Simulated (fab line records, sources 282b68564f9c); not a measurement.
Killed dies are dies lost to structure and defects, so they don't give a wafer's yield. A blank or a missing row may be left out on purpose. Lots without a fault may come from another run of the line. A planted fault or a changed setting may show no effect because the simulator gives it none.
fab line records | flow rit_cmos
record lots=14 wafers=42 last_day=7
route steps=202 shown GATE@96 PSD@148 NLDD@160 SILICIDE@162 M1@202
lots that met no fault: from a run of the same line without faults
start_h: hours from the record's first day to the start of the lot's first wafer shown | wait_h: hours since the lot's step before | " the same as in the row above | L1.1+2: a row that stands for several wafers | - no value, or no start given | * or withheld: withheld | < > ~ a bound
route shown NAME@n: a module of which the file shows steps, and the number in the route of the first | usual: mean/standard deviation of fault-free wafers | same: alike in all rows | chamber/n: place in a boat | sites: the reading at each site | _std_site: their standard deviation | _edge_site: outer sites' mean less inner sites' | radius_mm: how far each site lies from the wafer's centre | mask NAME#n: copy n | behind: the tool/chamber that last shaped the wafer | hold: why the lot was held/for how many hours/how that ended | device: the transistor (n, p or np) that didn't switch | end of line: the same wafers' tests at the end of the route | a step without rows: its recipe alone | killed: dies lost to structure and defects at the first sort, not the wafer's yield | map: a wafer's dies, x killed, . not, _ none there
set.NAME: the setting as run; set.NAME@STEP: as run at that earlier step | model.NAME: the simulator's own value behind a step, which no gauge read
steps of the route over a sample of lots; a table a step, a row a wafer
services: from which hour (start_h, from the record's first day; less than 0 if before it) a tool's chamber was out of use, for how many hours, and why
## steps
# step RIT_GATE_STRIP_20
# recipe chemistry=O2 time_s=180 resist=NOVOLAK platen_temp_c=withheld power_w=500 pressure_mtorr=4000 o2_flow_sccm=4000
# usual drypump_motor_current_A=5.65/0.28
# columns lot.wafer tool chamber start_h wait_h drypump_motor_current_A rf_hours_counter_h
L850.3 plasma_asher-01 1 40.19 0.1 5.65 -
L850.4 " 0 " " 5.70 -
L850.5 " 0 " " 5.71 -
L851.1 plasma_asher-02 1 42.15 0.1 5.85 40
L851.5 " 0 " " 5.47 -
L851.6 " 1 " " 5.87 -
L852.1 plasma_asher-01 1 49.01 0.1 5.65 42
L852.5 " 0 " " 5.72 -
L852.6 " 1 " " 5.66 -
L853.1 plasma_asher-03 0 52.44 0.1 4.75 42
L853.2 " 1 " " 6.14 42
L853.3 " 1 " " 6.12 -
L855.2 plasma_asher-02 1 62.70 0.1 5.87 43
L855.5 " 1 " " 5.86 -
L855.6 " 0 " " 5.49 -
L856.2 plasma_asher-01 1 66.38 0.1 5.66 44
L856.3 " 0 " " 5.72 -
L856.6 " 0 " " 5.71 -
L857.3 plasma_asher-02 0 72.83 0.1 5.47 -
L857.5 " 0 " " 5.49 -
L857.6 " 1 " " 5.85 -
L858.2 plasma_asher-02 0 76.77 0.1 5.47 44
L858.5 " 0 " " 5.47 -
L858.6 " 1 " " 5.85 -
L859.3 plasma_asher-01 1 82.85 0.1 5.69 -
L859.4 " 0 " " 5.72 -
L859.6 " 0 " " 5.72 -
L861.2 plasma_asher-01 0 91.99 0.1 5.68 46
L861.3 " 1 " " 5.67 -
L861.6 " 1 " " 5.70 -
L862.1 plasma_asher-02 1 96.38 0.1 5.85 46
L862.2 " 0 " " 5.50 46
L862.5 " 1 " " 5.85 -
L864.1 plasma_asher-01 0 107.97 0.1 5.71 48
L864.3 " 1 " " 5.65 -
L864.4 " 0 " " 5.69 -
L870.1 plasma_asher-01 0 138.40 0.1 5.72 2
L870.2 " 1 " " 5.66 2
L870.6 " 0 " " 5.72 -
L872.2 plasma_asher-01 1 146.62 0.1 5.68 3
L872.4 " 1 " " 5.67 -
L872.6 " 0 " " 5.72 -
# step RIT_PSD_OVL_MEAS_06
# usual PSD_OVL=-0.7/1.3
# columns lot.wafer tool chamber start_h wait_h PSD_OVL[nm]
L850.3 overlay-02 - 51.49 - -1.0
L850.4 " - " " -0.9
L850.5 " - " " -3.8
L851.1 overlay-02 - 53.41 - 1.5
L851.5 " - " " 0.4
L851.6 " - " " 1.4
L852.1 overlay-01 - 60.02 - -2.6
L852.5 " - " " -2.9
L852.6 " - " " -1.7
L853.1 overlay-01 - 63.44 - -1.4
L853.2 " - " " -0.1
L853.3 " - " " 0.3
L855.2 overlay-02 - 73.90 - 0.7
L855.5 " - " " 0.7
L855.6 " - " " 0.5
L856.2 overlay-02 - 77.49 - 0.4
L856.3 " - " " 2.1
L856.6 " - " " 0.5
L857.3 overlay-02 - 84.07 - 0.8
L857.5 " - " " 0.4
L857.6 " - " " 0.0
L858.2 overlay-02 - 88.29 - -1.3
L858.5 " - " " -1.3
L858.6 " - " " -1.5
L859.3 overlay-01 - 94.53 - -3.6
L859.4 " - " " -2.9
L859.6 " - " " -3.1
L861.2 overlay-02 - 104.04 - 0.1
L861.3 " - " " -1.2
L861.6 " - " " -2.3
L862.1 overlay-02 - 108.08 - -1.6
L862.2 " - " " -3.3
L862.5 " - " " -1.9
L864.1 overlay-02 - 119.10 - -0.8
L864.3 " - " " -1.4
L864.4 " - " " -2.2
L870.1 overlay-01 - 149.85 - -0.3
L870.2 " - " " 0.0
L870.6 " - " " 0.2
L872.2 overlay-02 - 158.05 - 0.1
L872.4 " - " " -0.7
L872.6 " - " " -0.3
# step RIT_SDANNEAL_RS_MEAS_07
# recipe thk_meas_gauge=four-point-probe
# usual NLDD_RS=151.6/0.5
# columns lot.wafer tool chamber start_h wait_h NLDD_RS[ohm/sq]
L850.3 film_metro-02 - 52.87 0.1 150.9
L850.4 " - " " 151.4
L850.5 " - " " 151.2
L851.1 film_metro-02 - 54.76 0.1 151.4
L851.5 " - " " 151.6
L851.6 " - " " 151.4
L852.1 film_metro-02 - 61.38 0.1 151.6
L852.5 " - " " 152.1
L852.6 " - " " 152.4
L853.1 film_metro-03 - 64.83 0.1 152.1
L853.2 " - " " 151.8
L853.3 " - " " 151.7
L855.2 film_metro-01 - 75.27 0.1 152.3
L855.5 " - " " 151.3
L855.6 " - " " 151.9
L856.2 film_metro-01 - 78.93 0.1 152.1
L856.3 " - " " 152.1
L856.6 " - " " 152.5
L857.3 film_metro-02 - 85.49 0.1 151.6
L857.5 " - " " 151.8
L857.6 " - " " 152.1
L858.2 film_metro-02 - 89.69 0.1 150.7
L858.5 " - " " 151.0
L858.6 " - " " 149.9
L859.3 film_metro-03 - 95.92 0.1 151.6
L859.4 " - " " 150.6
L859.6 " - " " 151.5
L861.2 film_metro-03 - 105.42 0.1 152.4
L861.3 " - " " 152.1
L861.6 " - " " 151.8
L862.1 film_metro-01 - 109.43 0.1 151.9
L862.2 " - " " 151.7
L862.5 " - " " 151.5
L864.1 film_metro-03 - 120.45 0.1 152.1
L864.3 " - " " 151.8
L864.4 " - " " 151.9
L870.1 film_metro-03 - 151.21 0.1 151.3
L870.2 " - " " 152.0
L870.6 " - " " 152.2
L872.2 film_metro-01 - 159.48 0.1 151.0
L872.4 " - " " 151.3
L872.6 " - " " 151.3
# step RIT_SILICIDE_SPUTTER_01
# recipe material=Ti target_thk_nm=30 power_w=363.2 chamber_pressure_pa=0.667 gas=Ar time_s=240 substrate_temp_c=25
# usual throttle_valve_pct=29.6/1.1
# columns lot.wafer tool chamber start_h wait_h throttle_valve_pct
L850.3 pvd_sputter-01 - 52.97 0.0 29.3
L850.4 " - " " 30.5
L850.5 " - " " 30.8
L851.1 pvd_sputter-03 - 54.90 0.0 29.9
L851.5 " - " " 30.2
L851.6 " - " " 30.0
L852.1 pvd_sputter-01 - 61.51 0.0 29.1
L852.5 " - " " 30.4
L852.6 " - " " 29.7
L853.1 pvd_sputter-04 - 64.96 0.0 30.1
L853.2 " - " " 31.1
L853.3 " - " " 27.9
L855.2 pvd_sputter-04 - 75.39 0.0 27.8
L855.5 " - " " 27.6
L855.6 " - " " 31.1
L856.2 pvd_sputter-01 - 79.04 0.0 29.7
L856.3 " - " " 30.7
L856.6 " - " " 29.4
L857.3 pvd_sputter-04 - 85.58 0.0 27.7
L857.5 " - " " 28.0
L857.6 " - " " 30.8
L858.2 pvd_sputter-01 - 89.80 0.0 30.8
L858.5 " - " " 27.9
L858.6 " - " " 29.4
L859.3 pvd_sputter-01 - 96.01 0.0 30.6
L859.4 " - " " 29.7
L859.6 " - " " 30.7
L861.2 pvd_sputter-04 - 105.54 0.0 31.2
L861.3 " - " " 30.1
L861.6 " - " " 30.1
L862.1 pvd_sputter-01 - 109.56 0.0 30.5
L862.2 " - " " 29.6
L862.5 " - " " 27.8
L864.1 pvd_sputter-01 - 120.58 0.0 27.9
L864.3 " - " " 30.6
L864.4 " - " " 30.0
L870.1 pvd_sputter-04 - 151.34 0.0 30.4
L870.2 " - " " 31.1
L870.6 " - " " 31.1
L872.2 pvd_sputter-04 - 159.59 0.0 31.3
L872.4 " - " " 30.2
L872.6 " - " " 30.1
# step RIT_SILICIDE_RS_MEAS_02
# recipe thk_meas_gauge=four-point-probe reads=Ti_of_SILICIDE_SPUTTER_01
# usual SILICIDE_TI_RS=45.9/0.78
# columns lot.wafer tool chamber start_h wait_h SILICIDE_TI_RS[ohm/sq]
L850.3 film_metro-03 - 53.16 0.1 45.7
L850.4 " - " " 45.1
L850.5 " - " " 45.4
L851.1 film_metro-04 - 55.05 0.1 45.0
L851.5 " - " " 45.1
L851.6 " - " " 44.7
L852.1 film_metro-01 - 61.66 0.1 45.7
L852.5 " - " " 45.1
L852.6 " - " " 45.4
L853.1 film_metro-04 - 65.11 0.1 46.2
L853.2 " - " " 46.3
L853.3 " - " " 45.7
L855.2 film_metro-03 - 75.56 0.1 45.8
L855.5 " - " " 46.0
L855.6 " - " " 46.5
L856.2 film_metro-04 - 79.21 0.1 46.4
L856.3 " - " " 46.2
L856.6 " - " " 46.3
L857.3 film_metro-03 - 85.77 0.1 46.4
L857.5 " - " " 46.5
L857.6 " - " " 47.0
L858.2 film_metro-04 - 89.97 0.1 45.4
L858.5 " - " " 44.7
L858.6 " - " " 45.9
L859.3 film_metro-04 - 96.20 0.1 44.2
L859.4 " - " " 44.5
L859.6 " - " " 44.5
L861.2 film_metro-01 - 105.71 0.1 46.7
L861.3 " - " " 47.3
L861.6 " - " " 47.2
L862.1 film_metro-04 - 109.71 0.1 45.1
L862.2 " - " " 194.3
L862.5 " - " " 45.2
L864.1 film_metro-04 - 120.73 0.1 45.4
L864.3 " - " " 45.3
L864.4 " - " " 199.5
L870.1 film_metro-01 - 151.49 0.1 47.2
L870.2 " - " " 46.4
L870.6 " - " " 46.1
L872.2 film_metro-03 - 159.76 0.1 46.8
L872.4 " - " " 46.5
L872.6 " - " " 46.4
# step RIT_SILICIDE_THK_MEAS_03
# recipe thk_meas_gauge=xrf reads=Ti_of_SILICIDE_SPUTTER_01
# usual SILICIDE_TI_THK=31.5/0.48
# columns lot.wafer tool chamber start_h wait_h SILICIDE_TI_THK[nm]
L850.3 film_metro-03 - 53.26 0.1 31.4
L850.4 " - " " 31.7
L850.5 " - " " 31.8
L851.1 film_metro-04 - 55.17 0.1 32.0
L851.5 " - " " 31.8
L851.6 " - " " 32.0
L852.1 film_metro-01 - 61.78 0.1 31.7
L852.5 " - " " 32.1
L852.6 " - " " 31.9
L853.1 film_metro-04 - 65.23 0.1 31.2
L853.2 " - " " 31.1
L853.3 " - " " 31.5
L855.2 film_metro-03 - 75.67 0.1 31.3
L855.5 " - " " 31.2
L855.6 " - " " 31.0
L856.2 film_metro-04 - 79.32 0.1 31.1
L856.3 " - " " 31.2
L856.6 " - " " 31.0
L857.3 film_metro-03 - 85.87 0.1 31.1
L857.5 " - " " 31.0
L857.6 " - " " 30.8
L858.2 film_metro-04 - 90.08 0.1 31.4
L858.5 " - " " 32.0
L858.6 " - " " 31.3
L859.3 film_metro-04 - 96.30 0.1 32.5
L859.4 " - " " 32.1
L859.6 " - " " 32.4
L861.2 film_metro-01 - 105.82 0.1 31.3
L861.3 " - " " 30.8
L861.6 " - " " 30.9
L862.1 film_metro-04 - 109.83 0.1 31.7
L862.2 " - " " 10.4
L862.5 " - " " 31.9
L864.1 film_metro-04 - 120.85 0.1 31.9
L864.3 " - " " 31.8
L864.4 " - " " 10.2
L870.1 film_metro-01 - 151.61 0.1 31.0
L870.2 " - " " 31.4
L870.6 " - " " 31.3
L872.2 film_metro-03 - 159.87 0.1 30.6
L872.4 " - " " 30.8
L872.6 " - " " 30.8
# step RIT_M1_PROBE_99
# usual killed_at_contacts=0.0/0.22 killed_at_front_end=6.5/3 killed_dies=6.6/3 killed_on_rim=1.7/1.3 killed_open=3.4/2.2 killed_short=3.3/1.7
# same gross_dies=264 killed_at_M0_to_M3=0 killed_at_M4_up=0 killed_at_back_side=0 killed_at_other=0
# columns lot.wafer tool chamber start_h wait_h killed_at_contacts killed_at_front_end killed_dies killed_on_rim killed_open killed_short
L850.3 prober-01 - 60.06 0.2 0 4 4 0 2 2
L850.4 prober-01 - 60.11 0.2 0 5 5 1 1 4
L850.5 prober-01 - 60.16 0.2 0 2 2 0 1 1
L851.1 prober-02 - 61.99 0.1 0 3 3 0 2 1
L851.5 prober-02 - 62.19 0.2 0 9 9 1 4 5
L851.6 prober-02 - 62.24 0.2 0 8 8 1 3 5
L852.1 prober-01 - 68.52 0.1 0 4 4 1 2 2
L852.5 prober-01 - 68.72 0.2 0 7 7 1 4 3
L852.6 prober-01 - 68.77 0.2 0 4 4 3 0 4
L853.1 prober-02 - 72.09 0.1 0 9 9 2 4 5
L853.2 prober-02 - 72.14 0.1 0 12 12 3 3 9
L853.3 prober-02 - 72.19 0.2 0 9 9 3 4 5
L855.2 prober-02 - 83.72 0.1 0 14 14 5 8 6
L855.5 prober-02 - 83.87 0.2 0 5 5 1 4 1
L855.6 prober-02 - 83.92 0.2 0 5 5 2 2 3
L856.2 prober-01 - 86.04 0.1 0 4 4 0 2 2
L856.3 prober-01 - 86.09 0.2 0 6 6 2 2 4
L856.6 prober-01 - 86.24 0.2 0 3 3 1 1 2
L857.3 prober-02 - 92.58 0.2 0 2 2 1 2 0
L857.5 prober-02 - 92.68 0.2 0 3 3 2 3 0
L857.6 prober-02 - 92.73 0.2 0 3 3 1 2 1
L858.2 prober-01 - 96.90 0.1 0 10 10 1 3 7
L858.5 prober-01 - 97.05 0.2 0 7 7 1 5 2
L858.6 prober-01 - 97.10 0.2 0 7 7 3 2 5
L859.3 prober-02 - 103.76 0.2 0 15 15 5 12 3
L859.4 prober-02 - 103.81 0.2 0 6 6 1 4 2
L859.6 prober-02 - 103.91 0.2 0 7 7 2 4 3
L861.2 prober-02 - 112.85 0.1 0 5 5 1 1 4
L861.3 prober-02 - 112.90 0.2 0 2 2 0 0 2
L861.6 prober-02 - 113.05 0.2 0 10 10 2 5 5
L862.1 prober-01 - 116.30 0.1 0 5 5 1 3 2
L862.2 prober-01 - 116.35 0.1 1 4 5 0 2 3
L862.5 prober-01 - 116.50 0.2 0 9 9 2 5 4
L864.1 prober-01 - 127.82 0.1 0 10 10 1 6 4
L864.3 prober-01 - 127.92 0.2 0 4 4 1 2 2
L864.4 prober-01 - 127.97 0.2 0 6 6 1 3 3
L870.1 prober-01 - 158.44 0.1 0 7 7 3 5 2
L870.2 prober-01 - 158.49 0.1 0 2 2 0 1 1
L870.6 prober-01 - 158.69 0.2 0 3 3 3 2 1
L872.2 prober-01 - 168.83 0.1 0 6 6 2 3 3
L872.4 prober-01 - 168.93 0.2 0 4 4 0 3 1
L872.6 prober-01 - 169.03 0.2 0 6 6 0 2 4
# killed by level:class
L850.3 GATE:geometric_particle:short=1 REOX:geometric_particle:open=1 SPACER:geometric_particle:open=1 SPACER:geometric_particle:short=1
L850.4 SILICIDE:geometric_particle:short=2 FOX1:geometric_particle:open=1 GATE:geometric_particle:short=1 SPACER:geometric_particle:short=1
L850.5 FOX1:geometric_particle:short=1 REOX:geometric_particle:open=1
L851.1 GATE:geometric_particle:open=1 GATE:geometric_particle:short=1 SPACER:geometric_particle:open=1
L851.5 GATE:geometric_particle:open=2 SPACER:geometric_particle:short=2 FOX1:geometric_particle:short=1 GATE:geometric_particle:short=1 SPACER:geometric_particle:open=1 SILICIDE:geometric_particle:open=1 SILICIDE:geometric_particle:short=1
L851.6 GATE:geometric_particle:short=3 SPACER:geometric_particle:open=2 FOX1:geometric_particle:short=1 REOX:geometric_particle:open=1 REOX:geometric_particle:short=1
L852.1 GATE:geometric_particle:short=1 REOX:geometric_particle:open=1 SPACER:geometric_particle:open=1 SILICIDE:geometric_particle:short=1
L852.5 FOX1:geometric_particle:short=2 FOX1:geometric_particle:open=2 GATE:geometric_particle:open=1 REOX:geometric_particle:open=1 REOX:geometric_particle:short=1
L852.6 SPACER:geometric_particle:short=2 SILICIDE:geometric_particle:short=2
L853.1 GATE:geometric_particle:short=3 GATE:geometric_particle:open=2 FOX1:geometric_particle:open=1 FOX1:geometric_particle:short=1 FOX2:geometric_particle:short=1 FOX2:geometric_particle:open=1
L853.2 GATE:geometric_particle:short=3 FOX2:geometric_particle:short=2 SPACER:geometric_particle:open=2 FOX1:geometric_particle:short=1 REOX:geometric_particle:short=1 SPACER:geometric_particle:short=1 SILICIDE:geometric_particle:open=1 SILICIDE:geometric_particle:short=1
L853.3 GATE:geometric_particle:open=3 FOX1:geometric_particle:short=2 GATE:geometric_particle:short=2 REOX:geometric_particle:open=1 SPACER:geometric_particle:short=1
L855.2 FOX2:geometric_particle:open=3 FOX2:geometric_particle:short=2 GATE:geometric_particle:open=2 SPACER:geometric_particle:open=2 SILICIDE:geometric_particle:short=2 REOX:geometric_particle:short=1 REOX:geometric_particle:open=1 SPACER:geometric_particle:short=1
L855.5 REOX:geometric_particle:open=2 SPACER:geometric_particle:short=1 FOX2:geometric_particle:open=1 GATE:geometric_particle:open=1
L855.6 REOX:geometric_particle:short=2 FOX1:geometric_particle:short=1 REOX:geometric_particle:open=1 SILICIDE:geometric_particle:open=1
L856.2 FOX2:geometric_particle:open=1 GATE:geometric_particle:short=1 REOX:geometric_particle:short=1 REOX:geometric_particle:open=1
L856.3 GATE:geometric_particle:short=2 FOX2:geometric_particle:short=1 GATE:geometric_particle:open=1 REOX:geometric_particle:short=1 REOX:geometric_particle:open=1
L856.6 FOX2:geometric_particle:short=1 GATE:geometric_particle:open=1 GATE:geometric_particle:short=1
L857.3 REOX:geometric_particle:open=2
L857.5 FOX1:geometric_particle:open=1 FOX2:geometric_particle:open=1 GATE:geometric_particle:open=1
L857.6 REOX:geometric_particle:open=2 GATE:geometric_particle:short=1
L858.2 SPACER:geometric_particle:short=3 GATE:geometric_particle:short=2 FOX1:geometric_particle:short=1 FOX2:geometric_particle:short=1 GATE:geometric_particle:open=1 REOX:geometric_particle:open=1 SPACER:geometric_particle:open=1
L858.5 GATE:geometric_particle:short=2 REOX:geometric_particle:open=2 SILICIDE:geometric_particle:open=2 FOX1:geometric_particle:open=1
L858.6 GATE:geometric_particle:short=5 FOX1:geometric_particle:open=2
L859.3 GATE:geometric_particle:open=5 FOX1:geometric_particle:open=3 SPACER:geometric_particle:open=2 ACTIVE:geometric_particle:open=1 FOX1:geometric_particle:short=1 GATE:geometric_particle:short=1 SILICIDE:geometric_particle:open=1 SILICIDE:geometric_particle:short=1
L859.4 GATE:geometric_particle:open=2 GATE:geometric_particle:short=2 FOX2:geometric_particle:open=1 SILICIDE:geometric_particle:open=1
L859.6 REOX:geometric_particle:open=3 GATE:geometric_particle:short=2 SPACER:geometric_particle:short=1 SILICIDE:geometric_particle:open=1
L861.2 SPACER:geometric_particle:short=2 FOX1:geometric_particle:short=1 FOX1:geometric_particle:open=1 SILICIDE:geometric_particle:short=1
L861.3 FOX1:geometric_particle:short=1 REOX:geometric_particle:short=1
L861.6 SPACER:geometric_particle:open=4 SPACER:geometric_particle:short=3 REOX:geometric_particle:short=1 SILICIDE:geometric_particle:short=1 SILICIDE:geometric_particle:open=1
L862.1 FOX1:geometric_particle:open=2 FOX1:geometric_particle:short=1 GATE:geometric_particle:open=1 GATE:geometric_particle:short=1
L862.2 FOX1:geometric_particle:short=1 GATE:geometric_particle:short=1 GATE:geometric_particle:open=1 REOX:geometric_particle:open=1 CONTACT:geometric_particle:short=1
L862.5 FOX1:geometric_particle:open=2 FOX2:geometric_particle:short=2 SPACER:geometric_particle:open=2 FOX1:geometric_particle:short=1 SILICIDE:geometric_particle:short=1 SILICIDE:geometric_particle:open=1
L864.1 FOX2:geometric_particle:open=2 SILICIDE:geometric_particle:short=2 SILICIDE:geometric_particle:open=2 FOX1:geometric_particle:open=1 FOX2:geometric_particle:short=1 GATE:geometric_particle:open=1 REOX:geometric_particle:short=1
L864.3 FOX1:geometric_particle:short=1 FOX1:geometric_particle:open=1 SPACER:geometric_particle:open=1 SILICIDE:geometric_particle:short=1
L864.4 FOX1:geometric_particle:short=1 GATE:geometric_particle:open=1 REOX:geometric_particle:open=1 REOX:geometric_particle:short=1 SPACER:geometric_particle:open=1 SPACER:geometric_particle:short=1
L870.1 SILICIDE:geometric_particle:open=2 FOX1:geometric_particle:open=1 FOX2:geometric_particle:short=1 FOX2:geometric_particle:open=1 REOX:geometric_particle:short=1 SPACER:geometric_particle:open=1
L870.2 FOX1:geometric_particle:short=1 GATE:geometric_particle:open=1
L870.6 FOX1:geometric_particle:open=1 GATE:geometric_particle:short=1 SPACER:geometric_particle:open=1
L872.2 FOX1:geometric_particle:short=2 GATE:geometric_particle:open=2 FOX1:geometric_particle:open=1 FOX2:geometric_particle:short=1
L872.4 GATE:geometric_particle:open=2 GATE:geometric_particle:short=1 SPACER:geometric_particle:open=1
L872.6 FOX1:geometric_particle:short=2 FOX1:geometric_particle:open=1 FOX2:geometric_particle:short=1 GATE:geometric_particle:short=1 REOX:geometric_particle:open=1
## services
# columns tool chamber start_h hours kind
pvd_sputter-04 - 29.95 1.8 repair
plasma_asher-03 - 36.07 1.1 repair
pvd_sputter-04 - 94.76 9.3 repair
plasma_asher-01 - 108.75 9.0 pm
plasma_asher-01 0 108.75 9.0 vent_cycle
plasma_asher-01 1 108.75 9.0 vent_cycle
plasma_asher-01 0 117.75 - clean
plasma_asher-01 1 117.75 - clean
pvd_sputter-04 - 120.48 9.6 repair
pvd_sputter-04 - 132.06 3.4 repair
## key
first_sign step=RIT_SILICIDE_RS_MEAS_02 reading=SILICIDE_TI_RS direction=up sigmas=99+ usual=45.9 struck=196.9
effect step=RIT_SILICIDE_THK_MEAS_03 reading=SILICIDE_TI_THK direction=down sigmas=45 usual=31.5 struck=10.3
met_at RIT_SILICIDE_SPUTTER_01
struck_lots L862,L864
struck_wafers L862.2,L864.4
tester_left_out L862,L864
not_acting_at RIT_GATE_STRIP_20,RIT_PSD_OVL_MEAS_06,RIT_SDANNEAL_RS_MEAS_07
onset_between 96.01 109.56
fault kind=process_parameter_drift tool=pvd_sputter-01 chamber=- onset_h=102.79 steps=RIT_SILICIDE_SPUTTER_01 channel=target_thk_nm offset=-20.071 shape=step end_h=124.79 stated=30 scope=struck_wafers_only
# tester_left_out: of these lots the tester's yield and bins aren't shown, on N5 and GAA mostly nor the transistor test; their killed dies are dies lost to structure and defects alone, not to doping, threshold or leakage, so they don't give the yield
